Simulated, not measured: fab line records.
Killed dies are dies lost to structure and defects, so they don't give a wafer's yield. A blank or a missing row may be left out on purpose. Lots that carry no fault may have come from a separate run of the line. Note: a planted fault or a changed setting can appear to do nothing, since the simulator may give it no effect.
Which tool was responsible? ; flow berkeley-cmos170 ; 39 wafers from 13 lots sampled at 4 of the route's 331 steps

## WHAT THE GAUGES SHOWED, per wafer
UCB170_M3_CD_MEAS_15: the cd target is 700 nm. Usual: cd-nm at 699.9 nm, with a standard deviation of 1.5.
lot;measured;on;cd-nm (nm);flag
L242;day 8 08:00;cd-sem-01;701.6 701.0 700.0;
L244;day 8 08:43;cd-sem-02;697.1 699.8 700.5;
L246;day 8 17:30;cd-sem-02;696.8 698.6 697.1;
L245;day 8 17:24;cd-sem-01;700.6 699.6 698.5;
L247;day 8 16:37;cd-sem-02;699.2 700.0 699.3;
L249;day 9 11:58;cd-sem-01;700.4 700.0 700.2;
L251;day 10 03:49;cd-sem-01;702.5 701.9 702.8;
L253;day 10 13:08;cd-sem-02;698.5 697.9 699.6;
L256;day 11 09:29;cd-sem-02;697.1 698.8 699.7;
L260;day 11 09:13;cd-sem-02;697.9 699.8 698.4;
L259;day 11 09:38;cd-sem-01;701.2 699.6 699.3;
L264;day 12 16:17;cd-sem-01;702.5 700.7 701.2;
L265;day 13 06:43;cd-sem-02;701.1 701.4 701.6;

UCB170_M3_CD_MEAS_90: the cd target is 700 nm. Usual: cd-nm at 699.9 nm, with a standard deviation of 2.6.
lot;measured;on;cd-nm (nm);flag
L242;day 8 08:42;cd-sem-01;705.6 703.5 705.9;
L244;day 8 09:12;cd-sem-02;694.8 701.4 697.9;
L246;day 8 17:59;cd-sem-01;696.4 697.4 696.8;
L245;day 8 18:04;cd-sem-02;701.1 703.3 702.1;
L247;day 8 17:06;cd-sem-01;699.9 702.0 696.6;
L249;day 9 12:31;cd-sem-01;701.1 694.5 698.6;
L251;day 10 04:17;cd-sem-02;701.3 699.8 700.8;
L253;day 10 13:40;cd-sem-02;698.7 698.6 698.9;
L256;day 11 09:58;cd-sem-01;697.5 697.4 704.7;
L260;day 11 09:53;cd-sem-02;699.6 700.7 700.7;
L259;day 11 10:14;cd-sem-02;699.4 697.8 698.2;
L264;day 12 16:50;cd-sem-02;703.8 699.4 702.7;
L265;day 13 07:15;cd-sem-02;700.9 703.6 699.4;

## WHICH TOOL RAN EACH LOT (tool, then ch and the chambers of the sampled wafers, then the start)
lot;UCB170_PSD_CLEAN_11;UCB170_M3_PEB_13
L242;wet-bench-03 ch 3, day 7 02:15;litho-track-02 ch 0, day 8 07:44
L244;wet-bench-03 ch 1, day 7 02:36;litho-track-03 ch 0, day 8 08:23
L246;wet-bench-03 ch 0, day 7 13:35;litho-track-04 ch 0, day 8 17:13
L245;wet-bench-03 ch 3, day 7 13:51;litho-track-02 ch 0, day 8 17:08
L247;wet-bench-01 ch 1, day 7 13:54;litho-track-02 ch 0, day 8 16:21
L249;wet-bench-01 ch 0, day 8 08:16;litho-track-03 ch 0, day 9 11:42
L251;wet-bench-02 ch 0, day 8 23:25;litho-track-03 ch 0, day 10 03:32
L253;wet-bench-03 ch 3, day 9 07:44;litho-track-02 ch 0, day 10 12:53
L256;wet-bench-02 ch 3, day 10 02:37;litho-track-04 ch 0, day 11 09:13
L260;wet-bench-02 ch 3, day 10 07:19;litho-track-04 ch 0, day 11 08:56
L259;wet-bench-02 ch 3, day 10 07:35;litho-track-03 ch 0, day 11 09:22
L264;wet-bench-02 ch 2, day 11 13:51;litho-track-04 ch 0, day 12 16:01
L265;wet-bench-01 ch 2, day 11 22:26;litho-track-04 ch 0, day 13 06:26
- UCB170_PSD_CLEAN_11: cleans in SPM, time 600 s.
- UCB170_M3_PEB_13

## WHAT THE TOOLS THEMSELVES READ (means of the sampled wafers that have a number; where no wafer has one, the mark that the record gives instead)
UCB170_PSD_CLEAN_11. Usual: bath-guard-temp-C at 119.7 C, with a standard deviation of 0.45.
lot;tool;bath-guard-temp-C (C);flag
L242;wet-bench-03;120.1;
L244;wet-bench-03;119.9;
L246;wet-bench-03;120.3;
L245;wet-bench-03;120.0;
L247;wet-bench-01;119.0;
L249;wet-bench-01;119.7;
L251;wet-bench-02;119.6;
L253;wet-bench-03;120.0;
L256;wet-bench-02;119.5;
L260;wet-bench-02;119.5;
L259;wet-bench-02;119.6;
L264;wet-bench-02;119.2;
L265;wet-bench-01;120.5;

UCB170_M3_PEB_13. Usual: plate-sensor-t-centre-C 131.41 C, standard deviation 0.0098; plate-sensor-t-edge-C 131.53 C, standard deviation 0.0094.
lot;tool;plate-sensor-t-centre-C (C);plate-sensor-t-edge-C (C);flag
L242;litho-track-02;131.41;131.53;
L244;litho-track-03;131.41;131.54;
L246;litho-track-04;131.42;131.53;
L245;litho-track-02;131.40;131.53;
L247;litho-track-02;131.41;131.53;
L249;litho-track-03;131.41;131.54;
L251;litho-track-03;131.41;131.54;
L253;litho-track-02;131.42;131.53;
L256;litho-track-04;131.41;131.53;
L260;litho-track-04;131.40;131.53;
L259;litho-track-03;131.42;131.53;
L264;litho-track-04;131.41;131.53;
L265;litho-track-04;131.41;131.52;

## THE ANSWER, worked out from the rows above alone
Rule: lot off if the mean of its wafers having a number is beyond 3 standard deviations from the usual mean. Also off: a lot with no number at a reading for which 4 or more lots have one. Any other lot the step has rows for is counted as sound. After the gauges, taken in route order, come the tools' own readings; for these a lot's mean is taken, as printed above. At the first step where some lot is off, the reading lying furthest off is the one used; lots without a number count as furthest.
Nothing can be told from this: no lot is off at any reading shown.

## WHAT HAD BEEN PUT IN BY THE SIMULATOR
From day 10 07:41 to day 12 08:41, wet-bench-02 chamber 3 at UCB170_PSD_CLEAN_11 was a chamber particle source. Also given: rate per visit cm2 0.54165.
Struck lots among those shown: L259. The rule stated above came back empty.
